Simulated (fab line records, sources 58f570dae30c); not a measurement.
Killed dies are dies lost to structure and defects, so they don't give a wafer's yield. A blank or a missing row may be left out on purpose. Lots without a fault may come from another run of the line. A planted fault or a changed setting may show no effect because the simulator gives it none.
Which tool did it? | flow berkeley_cmos170 | 7 lots, 21 wafers sampled, at 1 step of a route of 331

WHAT THE GAUGES READ, wafer by wafer
UCB170_SDANNEAL_RS_MEAS_03: measures by four-point-probe.
lot  | measured     | on            | NSD_RS (ohm/sq)
L186 | day 8 11:02  | film_metro-04 | 37.55 37.65 37.63
L191 | day 8 20:29  | film_metro-04 | 37.70 37.71 37.63
L195 | day 9 18:35  | film_metro-04 | 37.46 37.41 37.47
L200 | day 10 05:26 | film_metro-01 | 37.57 37.63 37.58
L203 | day 11 11:50 | film_metro-03 | 37.55 37.57 37.55
L205 | day 11 12:47 | film_metro-01 | 37.57 37.63 37.45
L207 | day 12 04:30 | film_metro-04 | 37.64 37.51 37.56

WHICH TOOL RAN EACH LOT (tool, then ch and the chambers of the sampled wafers, then the start)
The record holds no process step before these readings.

THE ANSWER, worked out from the rows above alone
Rule: what is usual is taken from the lots themselves. Put in order of their means at a reading, lots are off if they are a third of the lots or fewer, leave a main group of 4 or more, and stand apart from it by a gap of 3 or more times the standard deviation of the main group's means; of several such gaps the widest counts. A main group whose means are all the same, to the digits that the tables above print for the reading, isn't used. A lot without any number at a reading at which 4 lots or more have one is off too. The other lots that the step has rows for count as sound.
No lot is off at any reading shown: from this, nothing can be told.

WHAT THE SIMULATOR HAD PUT IN
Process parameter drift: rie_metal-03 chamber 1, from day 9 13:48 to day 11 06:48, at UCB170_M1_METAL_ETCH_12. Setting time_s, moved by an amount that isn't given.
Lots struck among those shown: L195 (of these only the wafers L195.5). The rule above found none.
